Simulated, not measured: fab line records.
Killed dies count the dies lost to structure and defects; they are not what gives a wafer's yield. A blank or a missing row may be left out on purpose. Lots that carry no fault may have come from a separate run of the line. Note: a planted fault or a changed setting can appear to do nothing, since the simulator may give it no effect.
fab line records	flow rit-cmos
record lots=5	wafers=23
route steps=202 shown ACTIVE@2 NWELL@29 PWELL@41 WELLDRIVE@50 PRETRO@72 GATE@81 M1@202
start-h: hours from the record's first day to the start of the lot's first wafer shown	wait-h: time in hours since the lot's previous step	" unchanged from the row above	L1.1+2: one row covering several wafers at once	- no value present, or no start provided	* or withheld: withheld	< > ~ a bound
route shown NAME@n: a module of which the file shows steps, and the number in the route of the first	usual: mean/standard deviation taken from wafers without a fault	same: alike in all rows	chamber/n: place in a boat	sites: per-site readings	_std_site: their standard deviation	_edge_site: mean of outer sites minus mean of inner sites	radius-mm: for every site, how far away it sits from the centre of the wafer	mask NAME#n: copy n	behind: the most recent tool/chamber to have shaped the wafer	hold: what put the lot on hold/how long, in hours/how the hold closed	device: whichever transistor did not switch (one of n, p or np)	end of line: tests run on the same wafers once the route is complete	where a step has no rows: the recipe by itself	killed: count of dies lost to structure and defects at first sort (not the wafer's yield)	map: the dies of a wafer, with x for killed, . for not killed, _ for no die there
set.NAME: the setting as run; set.NAME@STEP: as run at that earlier step	model.NAME: the simulator's own value behind a step, which no gauge read
lots where settings were altered on purpose, with a table for each step and a row for each wafer
## steps
# step RIT_ACTIVE_OXIDATION_01
# recipe temp-c=1000	ambient=O2	target-thk-a=468	ox-time-s=3360
lot.wafer	tool	chamber	start-h	wait-h	set.ox-time-s	model.SiO2_of_ACTIVE_OXIDATION_01.thk-nm
L074.3	furnace-04	0	10.74	0.7	3360	44.23
L074.5	"	0	"	"	3360	43.54
L074.6	"	0	"	"	3360	44.77
L078.1	-	-	-	1.2	3733	50.57
L078.2	"	-	"	"	3733	51.05
L078.3	"	-	"	"	3733	49.59
L078.4	"	-	"	"	3733	49.94
L078.5	"	-	"	"	3733	48.98
L079.1	-	-	-	0.9	3691	48.96
L079.3+6	"	-	"	"	3691	49.42
L079.4	"	-	"	"	3691	49.95
L079.5	"	-	"	"	3691	49.32
L083.2	-	-	-	2.8	3175	44.7
L083.3	"	-	"	"	3175	44.41
L083.4	"	-	"	"	3175	44.49
L083.5	"	-	"	"	3175	44.55
L083.6	"	-	"	"	3175	45.1
L085.2	-	-	-	1.1	3631	49.6
L085.3	"	-	"	"	3631	49.02
L085.4	"	-	"	"	3631	49.22
L085.5	"	-	"	"	3631	49.73
L085.6	"	-	"	"	3631	49
# step RIT_ACTIVE_COAT_06
# recipe resist=NOVOLAK	spin-rpm=3250	resist-thk-nm=1000
lot.wafer	tool	chamber	start-h	wait-h	set.resist-thk-nm	model.NOVOLAK_of_ACTIVE_COAT_06.thk-nm
L074.3	litho-track-03	0	14.85	0.1	1000	999.6
L074.5	"	0	"	"	1000	997.8
L074.6	"	0	"	"	1000	998.3
L078.1	litho-track-03	0	34.85	0.1	1034	1027
L078.2	"	0	"	"	1000	998
L078.3	"	0	"	"	1000	997.5
L078.4	"	0	"	"	1034	1030
L078.5	"	0	"	"	1000	999.2
L079.1	litho-track-01	0	40.29	0.1	1000	995.9
L079.3	"	0	"	"	1000	999
L079.4	"	0	"	"	1000	999.8
L079.5	"	0	"	"	960.1	957.1
L079.6	"	0	"	"	960.1	959.9
L083.2	litho-track-02	0	61.52	0.1	1000	996.5
L083.3	"	0	"	"	1000	997.6
L083.4	"	0	"	"	1000	996.8
L083.5	"	0	"	"	1000	999
L083.6	"	0	"	"	1000	998.4
L085.2	litho-track-02	0	70.47	0.1	968.1	968.4
L085.3	"	0	"	"	968.1	967.2
L085.4	"	0	"	"	1000	1000
L085.5	"	0	"	"	1000	1002
L085.6	"	0	"	"	968.1	969.7
# step RIT_ACTIVE_DEVELOP_10
# recipe resist=NOVOLAK	develop-time-s=50	dev-temp-c=23
lot.wafer	tool	chamber	start-h	wait-h	set.develop-time-s
L074.3+5+6	litho-track-03	0	-	-	50
L078.1+5	litho-track-02	0	-	-	50
L078.2+3+4	"	0	"	"	54.25
L079.1+3+6	litho-track-02	0	-	-	51.9
L079.4+5	"	0	"	"	50
L083.2+4	litho-track-01	0	-	-	50
L083.3+5+6	"	0	"	"	47.84
L085.2+4+6	litho-track-02	0	-	-	50
L085.3+5	"	0	"	"	55.58
# step RIT_ACTIVE_CD_MEAS_11
# recipe target-cd-nm=1400
# usual cd-nm=1399.8/2.1
lot.wafer	tool	chamber	start-h	wait-h	set.develop-time-s@ACTIVE_DEVELOP_10	cd-nm
L074.3	cd-sem-02	-	15.54	-	50	1398.1
L074.5	"	-	"	"	50	1400.8
L074.6	"	-	"	"	50	1398.6
L078.1	cd-sem-01	-	35.55	-	50	1403.8
L078.2	"	-	"	"	54.25	1393.3
L078.3	"	-	"	"	54.25	1390.8
L078.4	"	-	"	"	54.25	1393.9
L078.5	"	-	"	"	50	1398.4
L079.1	cd-sem-02	-	41.12	-	51.9	1398.4
L079.3	"	-	"	"	51.9	1395.7
L079.4	"	-	"	"	50	1402.3
L079.5	"	-	"	"	50	1397.5
L079.6	"	-	"	"	51.9	1393.1
L083.2	cd-sem-01	-	62.21	-	50	1397.5
L083.3	"	-	"	"	47.84	1402.2
L083.4	"	-	"	"	50	1398.8
L083.5	"	-	"	"	47.84	1401.9
L083.6	"	-	"	"	47.84	1402.7
L085.2	cd-sem-01	-	71.33	-	50	1398.5
L085.3	"	-	"	"	55.58	1388.9
L085.4	"	-	"	"	50	1403.5
L085.5	"	-	"	"	55.58	1394.0
L085.6	"	-	"	"	50	1400.7
# step RIT_ACTIVE_HARDBAKE_12
# recipe resist=NOVOLAK	temp-c=140	time-s=60
lot.wafer	tool	chamber	start-h	wait-h	set.resist-thk-nm@ACTIVE_COAT_06	model.NOVOLAK_of_ACTIVE_COAT_06.thk-nm
L074.3	litho-track-03	0	15.67	0.1	1000	883.5
L074.5	"	0	"	"	1000	881.9
L074.6	"	0	"	"	1000	882.2
L078.1	litho-track-02	0	35.67	0.1	1034	907.5
L078.2	"	0	"	"	1000	882.1
L078.3	"	0	"	"	1000	881.5
L078.4	"	0	"	"	1034	909.6
L078.5	"	0	"	"	1000	883.1
L079.1	litho-track-02	0	41.24	0.1	1000	880.2
L079.3	"	0	"	"	1000	882.8
L079.4	"	0	"	"	1000	883.6
L079.5	"	0	"	"	960.1	846.3
L079.6	"	0	"	"	960.1	848.6
L083.2	litho-track-01	0	62.34	0.1	1000	880.7
L083.3	"	0	"	"	1000	881.7
L083.4	"	0	"	"	1000	881
L083.5	"	0	"	"	1000	882.8
L083.6	"	0	"	"	1000	882.3
L085.2	litho-track-01	0	71.46	0.1	968.1	856.1
L085.3	"	0	"	"	968.1	855
L085.4	"	0	"	"	1000	884
L085.5	"	0	"	"	1000	885.7
L085.6	"	0	"	"	968.1	857.2
# step RIT_ACTIVE_ETCH_13
# recipe stop-on=SiO2	chemistry=SF6	target=Si3N4	time-s=210	over-etch-frac=0.4	SF6_flow_sccm=200	pressure-mtorr=260	rf-w=125	target-depth-a=2100
lot.wafer	tool	chamber	start-h	wait-h	set.develop-time-s@ACTIVE_DEVELOP_10	model.ACTIVE.cd-nm
L074.3+6	rie-diel-04	2,1	15.77	0.1	50	1398
L074.5	"	2	"	"	50	1401
L078.1	rie-diel-01	2	35.82	0.1	50	1403
L078.2	"	3	"	"	54.25	1393
L078.3	"	0	"	"	54.25	1390
L078.4	"	1	"	"	54.25	1394
L078.5	"	3	"	"	50	1398
L079.1	rie-diel-03	2	41.39	0.1	51.9	1398
L079.3	"	3	"	"	51.9	1395
L079.4	"	1	"	"	50	1402
L079.5	"	0	"	"	50	1397
L079.6	"	1	"	"	51.9	1394
L083.2	rie-diel-04	2	62.46	0.1	50	1397
L083.3+5	"	1,2	"	"	47.84	1402
L083.4	"	3	"	"	50	1399
L083.6	"	1	"	"	47.84	1403
L085.2	rie-diel-01	3	71.58	0.1	50	1398
L085.3	"	0	"	"	55.58	1389
L085.4	"	1	"	"	50	1404
L085.5	"	1	"	"	55.58	1394
L085.6	"	2	"	"	50	1400
# step RIT_ACTIVE_STRIP_14
# recipe chemistry=O2	time-s=180	resist=NOVOLAK	platen-temp-c=withheld	power-w=500	pressure-mtorr=4000	o2-flow-sccm=4000
# step RIT_ACTIVE_CD_MEAS_90
# recipe target-cd-nm=1400
# usual cd-nm=1399.8/2.2
lot.wafer	tool	chamber	start-h	wait-h	set.develop-time-s@ACTIVE_DEVELOP_10	cd-nm
L074.3	cd-sem-01	-	16.12	0.1	50	1398.3
L074.5	"	-	"	"	50	1400.9
L074.6	"	-	"	"	50	1398.2
L078.1	cd-sem-02	-	36.13	0.1	50	1403.2
L078.2	"	-	"	"	54.25	1393.2
L078.3	"	-	"	"	54.25	1390.5
L078.4	"	-	"	"	54.25	1394.2
L078.5	"	-	"	"	50	1398.5
L079.1	cd-sem-01	-	41.69	0.1	51.9	1398.3
L079.3	"	-	"	"	51.9	1395.4
L079.4	"	-	"	"	50	1402.4
L079.5	"	-	"	"	50	1397.4
L079.6	"	-	"	"	51.9	1393.4
L083.2	cd-sem-02	-	62.79	0.1	50	1396.9
L083.3	"	-	"	"	47.84	1402.5
L083.4	"	-	"	"	50	1398.8
L083.5	"	-	"	"	47.84	1401.8
L083.6	"	-	"	"	47.84	1402.9
L085.2	cd-sem-01	-	71.94	0.2	50	1398.3
L085.3	"	-	"	"	55.58	1388.9
L085.4	"	-	"	"	50	1404.0
L085.5	"	-	"	"	55.58	1394.5
L085.6	"	-	"	"	50	1400.3
# step RIT_NWELL_COAT_01
# recipe resist=NOVOLAK	spin-rpm=2000	resist-thk-nm=1300
lot.wafer	tool	chamber	start-h	wait-h	set.resist-thk-nm	model.NOVOLAK_of_NWELL_COAT_01.thk-nm
L074.3	litho-track-03	0	22.06	0.1	1300	1295
L074.5	"	0	"	"	1300	1297
L074.6	"	0	"	"	1300	1292
L078.1+4	litho-track-03	0	40.70	0.1	1300	1302
L078.2	"	0	"	"	1277	1278
L078.3	"	0	"	"	1277	1277
L078.5	"	0	"	"	1300	1303
L079.1+4	litho-track-03	0	46.40	0.1	1274	1273
L079.3	"	0	"	"	1300	1302
L079.5	"	0	"	"	1300	1299
L079.6	"	0	"	"	1300	1297
L083.2	litho-track-04	0	69.10	0.1	1300	1303
L083.3	"	0	"	"	1249	1249
L083.4	"	0	"	"	1300	1300
L083.5	"	0	"	"	1300	1305
L083.6	"	0	"	"	1249	1248
L085.2+5	litho-track-02	0	77.60	0.1	1300	1294
L085.3	"	0	"	"	1300	1297
L085.4+6	"	0	"	"	1300	1292
# step RIT_NWELL_SOFTBAKE_02
# recipe resist=NOVOLAK	temp-c=90	time-s=60
# step RIT_NWELL_EXPOSE_03
# recipe mask-id=M2	na=0.57	target-cd-nm=43900	dose-mj=250
# step RIT_NWELL_DEVELOP_05
# recipe resist=NOVOLAK	develop-time-s=68	dev-temp-c=23.74
# step RIT_NWELL_HARDBAKE_07
# recipe resist=NOVOLAK	temp-c=141.1	time-s=120
lot.wafer	tool	chamber	start-h	wait-h	set.resist-thk-nm@NWELL_COAT_01	model.NOVOLAK_of_NWELL_COAT_01.thk-nm
L074.3	litho-track-04	0	23.01	0.1	1300	1131
L074.5	"	0	"	"	1300	1132
L074.6	"	0	"	"	1300	1128
L078.1+4	litho-track-04	0	41.64	0.0	1300	1137
L078.2	"	0	"	"	1277	1117
L078.3	"	0	"	"	1277	1116
L078.5	"	0	"	"	1300	1138
L079.1+4	litho-track-02	0	47.20	0.0	1274	1112
L079.3	"	0	"	"	1300	1137
L079.5	"	0	"	"	1300	1134
L079.6	"	0	"	"	1300	1133
L083.2	litho-track-03	0	70.01	0.1	1300	1138
L083.3	"	0	"	"	1249	1091
L083.4	"	0	"	"	1300	1135
L083.5	"	0	"	"	1300	1139
L083.6	"	0	"	"	1249	1090
L085.2+5	litho-track-03	0	78.51	0.1	1300	1130
L085.3	"	0	"	"	1300	1132
L085.4+6	"	0	"	"	1300	1128
# step RIT_NWELL_IMPLANT_08
# recipe species=P	energy-kev=170	dose-cm2=5e+13	tilt-deg=7
lot.wafer	tool	chamber	start-h	wait-h	set.dose-cm2
L074.3+5+6	implanter-01	0	23.23	0.2	5e+13
L078.1+3+4	implanter-01	0	41.89	0.2	5e+13
L078.2+5	"	0	"	"	4.775e+13
L079.1+3+4+5+6	implanter-03	0	47.45	0.2	5e+13
L083.2+3+4+5+6	implanter-01	0	70.24	0.2	5e+13
L085.2+4	implanter-04	0	78.74	0.2	4.645e+13
L085.3+5+6	"	0	"	"	5e+13
# step RIT_NWELL_STRIP_09
# recipe chemistry=O2	time-s=180	resist=NOVOLAK	platen-temp-c=withheld	power-w=500	pressure-mtorr=4000	o2-flow-sccm=4000
# step RIT_NWELL_TW_MEAS_10
# usual NWELL_TW=2140/13
lot.wafer	tool	chamber	start-h	wait-h	set.dose-cm2@NWELL_IMPLANT_08	NWELL_TW
L074.3	film-metro-03	-	23.52	0.1	5e+13	2163
L074.5	"	-	"	"	5e+13	2153
L074.6	"	-	"	"	5e+13	2158
L078.1	film-metro-04	-	42.22	0.1	5e+13	2125
L078.2	"	-	"	"	4.775e+13	2105
L078.3	"	-	"	"	5e+13	2128
L078.4	"	-	"	"	5e+13	2128
L078.5	"	-	"	"	4.775e+13	2090
L079.1	film-metro-04	-	47.77	0.1	5e+13	2132
L079.3	"	-	"	"	5e+13	2132
L079.4	"	-	"	"	5e+13	2137
L079.5	"	-	"	"	5e+13	2106
L079.6	"	-	"	"	5e+13	2115
L083.2	film-metro-04	-	70.55	0.1	5e+13	2136
L083.3	"	-	"	"	5e+13	2126
L083.4	"	-	"	"	5e+13	2141
L083.5	"	-	"	"	5e+13	2123
L083.6	"	-	"	"	5e+13	2139
L085.2	film-metro-03	-	79.05	0.1	4.645e+13	2098
L085.3	"	-	"	"	5e+13	2162
L085.4	"	-	"	"	4.645e+13	2099
L085.5	"	-	"	"	5e+13	2152
L085.6	"	-	"	"	5e+13	2147
# step RIT_PWELL_SOFTBAKE_02
# recipe resist=NOVOLAK	temp-c=90	time-s=60
lot.wafer	tool	chamber	start-h	wait-h	set.temp-c
L074.3+5+6	litho-track-04	0	23.91	0.1	90
L078.1+2+5	litho-track-03	0	42.58	0.1	88.15
L078.3+4	"	0	"	"	90
L079.1+5+6	litho-track-01	0	48.13	0.1	90
L079.3+4	"	0	"	"	91.97
L083.2+3+6	litho-track-04	0	70.93	0.1	90
L083.4+5	"	0	"	"	86.44
L085.2+5+6	litho-track-03	0	79.43	0.1	90
L085.3+4	"	0	"	"	87.35
# step RIT_PWELL_EXPOSE_03
# recipe mask-id=M3	na=0.57	target-cd-nm=43700	dose-mj=250
# step RIT_PWELL_PEB_04
# recipe resist=NOVOLAK	temp-c=withheld	time-s=withheld
# step RIT_PWELL_DEVELOP_05
# recipe resist=NOVOLAK	develop-time-s=68	dev-temp-c=23
lot.wafer	tool	chamber	start-h	wait-h	set.temp-c@PWELL_SOFTBAKE_02	model.NOVOLAK_of_PWELL_COAT_01.thk-nm
L074.3	litho-track-01	0	-	-	90	1292
L074.5+6	"	0	"	"	90	1297
L078.1	litho-track-01	0	-	-	88.15	1306
L078.2	"	0	"	"	88.15	1308
L078.3	"	0	"	"	90	1301
L078.4	"	0	"	"	90	1304
L078.5	"	0	"	"	88.15	1309
L079.1	litho-track-04	0	-	-	90	1302
L079.3	"	0	"	"	91.97	1292
L079.4	"	0	"	"	91.97	1296
L079.5	"	0	"	"	90	1301
L079.6	"	0	"	"	90	1300
L083.2	litho-track-04	0	-	-	90	1292
L083.3	"	0	"	"	90	1294
L083.4	"	0	"	"	86.44	1305
L083.5	"	0	"	"	86.44	1303
L083.6	"	0	"	"	90	1290
L085.2+6	litho-track-03	0	-	-	90	1296
L085.3	"	0	"	"	87.35	1309
L085.4	"	0	"	"	87.35	1304
L085.5	"	0	"	"	90	1298
# step RIT_PWELL_IMPLANT_08
# recipe species=B	energy-kev=170	dose-cm2=7e+13	tilt-deg=7
lot.wafer	tool	chamber	start-h	wait-h	set.energy-kev	model.implant.rp-nm	model.implant.drp-nm
L074.3+5+6	implanter-04	0	24.90	0.2	170	489.8	102.9
L078.1+3+5	implanter-01	0	43.67	0.2	161.2	442.3	100.9
L078.2+4	"	0	"	"	170	460.2	102.9
L079.1+3+5	implanter-04	0	49.00	0.2	170	473.9	102.9
L079.4+6	"	0	"	"	164	461.4	101.6
L083.2+3+4+5+6	implanter-02	0	71.95	0.2	170	462.5	102.9
L085.2+3+4	implanter-04	0	80.30	0.2	170	483.2	102.9
L085.5+6	"	0	"	"	165	472.5	101.8
# step RIT_PWELL_STRIP_09
# recipe chemistry=O2	time-s=180	resist=NOVOLAK	platen-temp-c=withheld	power-w=500	pressure-mtorr=4000	o2-flow-sccm=4000
# step RIT_WELLDRIVE_ANNEAL_00
# recipe temp-c=1100	time-s=14700	ambient=N2
# step RIT_WELLDRIVE_RS_MEAS_01
# recipe thk-meas-gauge=four-point-probe
# usual NWELL_RS=275.9/0.76
lot.wafer	tool	chamber	start-h	wait-h	set.dose-cm2@NWELL_IMPLANT_08	NWELL_RS[ohm/sq]
L074.3	film-metro-01	-	30.36	0.0	5e+13	275.6
L074.5	"	-	"	"	5e+13	274.4
L074.6	"	-	"	"	5e+13	275.0
L078.1	film-metro-04	-	49.14	0.0	5e+13	275.8
L078.2	"	-	"	"	4.775e+13	282.9
L078.3	"	-	"	"	5e+13	275.4
L078.4	"	-	"	"	5e+13	275.7
L078.5	"	-	"	"	4.775e+13	283.5
L079.1	film-metro-01	-	54.47	0.0	5e+13	274.6
L079.3	"	-	"	"	5e+13	275.0
L079.4	"	-	"	"	5e+13	274.5
L079.5	"	-	"	"	5e+13	276.0
L079.6	"	-	"	"	5e+13	276.0
L083.2	film-metro-03	-	77.41	0.0	5e+13	275.9
L083.3	"	-	"	"	5e+13	276.7
L083.4	"	-	"	"	5e+13	275.9
L083.5	"	-	"	"	5e+13	276.5
L083.6	"	-	"	"	5e+13	276.7
L085.2	film-metro-04	-	86.04	0.0	4.645e+13	288.0
L085.3	"	-	"	"	5e+13	276.5
L085.4	"	-	"	"	4.645e+13	288.3
L085.5	"	-	"	"	5e+13	275.9
L085.6	"	-	"	"	5e+13	275.5
# step RIT_PRETRO_IMPLANT_08
# recipe species=B	energy-kev=45	dose-cm2=1.2e+13	tilt-deg=7
lot.wafer	tool	chamber	start-h	wait-h	set.dose-cm2
L074.3+5+6	implanter-02	0	33.48	0.2	1.2e+13
L078.1+2+3	implanter-04	0	52.29	0.2	1.2e+13
L078.4+5	"	0	"	"	1.283e+13
L079.1+3+4+5+6	implanter-03	0	57.62	0.2	1.2e+13
L083.2+6	implanter-02	0	80.74	0.2	1.169e+13
L083.3+4+5	"	0	"	"	1.2e+13
L085.2+3+6	implanter-04	0	89.06	0.2	1.256e+13
L085.4+5	"	0	"	"	1.2e+13
# step RIT_PRETRO_STRIP_09
# recipe chemistry=O2	time-s=180	resist=NOVOLAK	platen-temp-c=withheld	power-w=500	pressure-mtorr=4000	o2-flow-sccm=4000
# step RIT_PRETRO_TW_MEAS_10
# usual PRETRO_TW=476/4.3
lot.wafer	tool	chamber	start-h	wait-h	set.dose-cm2@PRETRO_IMPLANT_08	PRETRO_TW
L074.3	film-metro-01	-	33.78	0.1	1.2e+13	476
L074.5	"	-	"	"	1.2e+13	474
L074.6	"	-	"	"	1.2e+13	474
L078.1	film-metro-01	-	52.62	0.1	1.2e+13	474
L078.2	"	-	"	"	1.2e+13	474
L078.3	"	-	"	"	1.2e+13	472
L078.4	"	-	"	"	1.283e+13	483
L078.5	"	-	"	"	1.283e+13	483
L079.1	film-metro-01	-	57.95	0.1	1.2e+13	473
L079.3	"	-	"	"	1.2e+13	473
L079.4	"	-	"	"	1.2e+13	474
L079.5	"	-	"	"	1.2e+13	473
L079.6	"	-	"	"	1.2e+13	473
L083.2	film-metro-02	-	81.05	0.1	1.169e+13	483
L083.3	"	-	"	"	1.2e+13	484
L083.4	"	-	"	"	1.2e+13	485
L083.5	"	-	"	"	1.2e+13	484
L083.6	"	-	"	"	1.169e+13	481
L085.2	film-metro-03	-	89.37	0.1	1.256e+13	484
L085.3	"	-	"	"	1.256e+13	482
L085.4	"	-	"	"	1.2e+13	475
L085.5	"	-	"	"	1.2e+13	475
L085.6	"	-	"	"	1.256e+13	480
# step RIT_GATE_OXIDATION_05
# recipe temp-c=900	ambient=O2	target-thk-a=30	ox-time-s=270
lot.wafer	tool	chamber	start-h	wait-h	set.temp-c	model.SiO2_of_GATE_OXIDATION_05.thk-nm
L074.3	furnace-02	0	35.70	1.4	900	3.088
L074.5	"	0	"	"	900	3.047
L074.6	"	0	"	"	900	3.123
L078.1	-	-	-	0.1	887.5	2.522
L078.2	"	-	"	"	887.5	2.512
L078.3	"	-	"	"	887.5	2.494
L078.4	"	-	"	"	887.5	2.548
L078.5	"	-	"	"	887.5	2.533
L079.1	-	-	-	0.9	900	3.057
L079.3	"	-	"	"	900	3.071
L079.4	"	-	"	"	900	3.1
L079.5	"	-	"	"	900	3.054
L079.6	"	-	"	"	900	3.086
L083.2	-	-	-	0.5	878.6	2.302
L083.3	"	-	"	"	878.6	2.313
L083.4	"	-	"	"	878.6	2.199
L083.5	"	-	"	"	878.6	2.267
L083.6	"	-	"	"	878.6	2.254
L085.2	-	-	-	0.0	922.5	4.001
L085.3	"	-	"	"	922.5	3.995
L085.4	"	-	"	"	922.5	4.028
L085.5+6	"	-	"	"	922.5	4.047
# step RIT_GATE_ANNEAL_06
# recipe temp-c=900	time-s=600	ambient=N2O
# step RIT_GATE_THK_MEAS_07
# recipe reads=SiO2_of_GATE_OXIDATION_05
# usual GATE_OXIDE_THK=3.02/0.075
lot.wafer	tool	chamber	start-h	wait-h	set.temp-c@GATE_OXIDATION_05	GATE_OXIDE_THK[nm]
L074.3	film-metro-01	-	37.04	0.0	900	3.08
L074.5	"	-	"	"	900	3.02
L074.6	"	-	"	"	900	3.11
L078.1	film-metro-04	-	54.85	0.0	887.5	2.55
L078.2	"	-	"	"	887.5	2.52
L078.3	"	-	"	"	887.5	2.50
L078.4	"	-	"	"	887.5	2.52
L078.5	"	-	"	"	887.5	2.51
L079.1	film-metro-01	-	63.30	0.0	900	3.07
L079.3	"	-	"	"	900	3.05
L079.4	"	-	"	"	900	3.10
L079.5	"	-	"	"	900	3.04
L079.6	"	-	"	"	900	3.05
L083.2	film-metro-01	-	83.39	0.0	878.6	2.34
L083.3	"	-	"	"	878.6	2.34
L083.4	"	-	"	"	878.6	2.19
L083.5	"	-	"	"	878.6	2.25
L083.6	"	-	"	"	878.6	2.23
L085.2	film-metro-02	-	91.23	0.0	922.5	3.95
L085.3	"	-	"	"	922.5	3.98
L085.4	"	-	"	"	922.5	4.01
L085.5	"	-	"	"	922.5	4.07
L085.6	"	-	"	"	922.5	4.09
# step RIT_M1_PROBE_99
lot.wafer	tool	chamber	start-h	wait-h	set.ox-time-s@ACTIVE_OXIDATION_01	set.temp-c@GATE_OXIDATION_05	model.etest.nmos_0p3.drive-ua-um	model.etest.nmos_0p3.r-on-ohm-um	model.etest.nmos-narrow.drive-ua-um	model.etest.pldd.width-nm	model.etest.pmos_0p3.r-on-ohm-um
L074.3	prober-02	-	65.02	0.2	3360	900	227.3	2117	230.2	3210	6268
L074.5	prober-02	-	65.12	0.2	3360	900	229.3	2101	234.8	3202	6195
L074.6	prober-02	-	65.17	0.2	3360	900	221.2	2156	225	3193	6460
L078.1	prober-02	-	79.01	0.1	3733	887.5	252.6	2037	248.5	3130	5727
L078.2	prober-02	-	79.06	0.1	3733	887.5	266.7	1970	260.9	3127	5394
L078.3	prober-02	-	79.11	0.2	3733	887.5	264.6	1981	263	3145	5441
L078.4	prober-02	-	79.16	0.2	3733	887.5	252.2	2059	249	3136	5657
L078.5	prober-02	-	79.21	0.2	3733	887.5	252	2064	251.4	3132	5580
L079.1	prober-01	-	87.01	0.1	3691	900	218.6	2235	214.6	3154	6460
L079.3	prober-01	-	87.11	0.2	3691	900	219.1	2158	215.7	3132	6396
L079.4	prober-01	-	87.16	0.2	3691	900	218.3	2197	213.7	3139	6469
L079.5	prober-01	-	87.21	0.2	3691	900	222.5	2204	215.8	3141	6430
L079.6	prober-01	-	87.26	0.2	3691	900	217.3	2201	212.1	3136	6366
L085.2	prober-01	-	115.37	0.1	3631	922.5	149.5	2644	143.4	3145	7662
L085.3	prober-01	-	115.42	0.2	3631	922.5	142.4	2732	136.1	3144	8025
L085.4	prober-01	-	115.47	0.2	3631	922.5	149.9	2601	146.6	3158	7622
L085.5	prober-01	-	115.52	0.2	3631	922.5	149.9	2571	142.8	3152	7593
L085.6	prober-01	-	115.57	0.2	3631	922.5	137.4	2818	132.5	3147	8284
# killed by level:class
L074.3 FOX1:geometric-particle:open=3 GATE:geometric-particle:open=3 REOX:geometric-particle:short=3 REOX:geometric-particle:open=3 SPACER:geometric-particle:open=2 GATE:geometric-particle:short=1 SPACER:geometric-particle:short=1 SILICIDE:geometric-particle:open=1
L074.5 SPACER:geometric-particle:open=4 GATE:geometric-particle:short=3 FOX1:geometric-particle:open=2 REOX:geometric-particle:short=2 FOX1:geometric-particle:short=1 FOX2:geometric-particle:short=1 CONTACT:geometric-particle:short=1
L074.6 FOX2:geometric-particle:short=2 SPACER:geometric-particle:short=2 SPACER:geometric-particle:open=2 FOX1:geometric-particle:short=1 FOX1:geometric-particle:open=1 FOX2:geometric-particle:open=1 GATE:geometric-particle:open=1
## key
split step=RIT_ACTIVE_OXIDATION_01	setting=ox-time-s	stated=3360	by=lot
response step=RIT_ACTIVE_OXIDATION_01	reading=model.SiO2_of_ACTIVE_OXIDATION_01.thk-nm	change=+0.358	per=1%	r=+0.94
response step=RIT_M1_PROBE_99	reading=model.etest.pldd.width-nm	change=-6.15	per=1%	r=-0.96
split step=RIT_ACTIVE_COAT_06	setting=resist-thk-nm	stated=1000	by=wafer
response step=RIT_ACTIVE_COAT_06	reading=model.NOVOLAK_of_ACTIVE_COAT_06.thk-nm	change=+9.72	per=1%	r=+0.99
response step=RIT_ACTIVE_HARDBAKE_12	reading=model.NOVOLAK_of_ACTIVE_COAT_06.thk-nm	change=+8.5	per=1%	r=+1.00
split step=RIT_ACTIVE_DEVELOP_10	setting=develop-time-s	stated=50	by=wafer
response step=RIT_ACTIVE_CD_MEAS_11	reading=cd-nm	change=-0.918	per=1%	r=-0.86
response step=RIT_ACTIVE_ETCH_13	reading=model.ACTIVE.cd-nm	change=-0.905	per=1%	r=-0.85
response step=RIT_ACTIVE_CD_MEAS_90	reading=cd-nm	change=-0.903	per=1%	r=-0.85
split step=RIT_NWELL_COAT_01	setting=resist-thk-nm	stated=1300	by=wafer
response step=RIT_NWELL_COAT_01	reading=model.NOVOLAK_of_NWELL_COAT_01.thk-nm	change=+13.7	per=1%	r=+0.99
response step=RIT_NWELL_HARDBAKE_07	reading=model.NOVOLAK_of_NWELL_COAT_01.thk-nm	change=+11.8	per=1%	r=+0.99
split step=RIT_NWELL_IMPLANT_08	setting=dose-cm2	stated=5e+13	by=wafer
response step=RIT_NWELL_TW_MEAS_10	reading=NWELL_TW	change=+7.42	per=1%	r=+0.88
response step=RIT_WELLDRIVE_RS_MEAS_01	reading=NWELL_RS	change=-1.7	per=1%	r=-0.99
split step=RIT_PWELL_SOFTBAKE_02	setting=temp-c	stated=90	by=wafer
response step=RIT_PWELL_DEVELOP_05	reading=model.NOVOLAK_of_PWELL_COAT_01.thk-nm	change=-3.14	per=1%	r=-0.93
split step=RIT_PWELL_IMPLANT_08	setting=energy-kev	stated=170	by=wafer
response step=RIT_PWELL_IMPLANT_08	reading=model.implant.rp-nm	change=+3.51	per=1%	r=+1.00
response step=RIT_PWELL_IMPLANT_08	reading=model.implant.drp-nm	change=+0.374	per=1%	r=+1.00
split step=RIT_PRETRO_IMPLANT_08	setting=dose-cm2	stated=1.2e+13	by=wafer
response step=RIT_PRETRO_TW_MEAS_10	reading=PRETRO_TW	change=+1.38	per=1%	r=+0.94
split step=RIT_GATE_OXIDATION_05	setting=temp-c	stated=900	by=lot
response step=RIT_GATE_OXIDATION_05	reading=model.SiO2_of_GATE_OXIDATION_05.thk-nm	change=+0.367	per=1%	r=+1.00
response step=RIT_GATE_THK_MEAS_07	reading=GATE_OXIDE_THK	change=+0.366	per=1%	r=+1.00
response step=RIT_M1_PROBE_99	reading=model.etest.pmos_0p3.r-on-ohm-um	change=+585	per=1%	r=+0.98
response step=RIT_M1_PROBE_99	reading=model.etest.nmos_0p3.r-on-ohm-um	change=+173	per=1%	r=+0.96
response step=RIT_M1_PROBE_99	reading=model.etest.nmos-narrow.drive-ua-um	change=-29.8	per=1%	r=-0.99
response step=RIT_M1_PROBE_99	reading=model.etest.nmos_0p3.drive-ua-um	change=-29	per=1%	r=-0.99
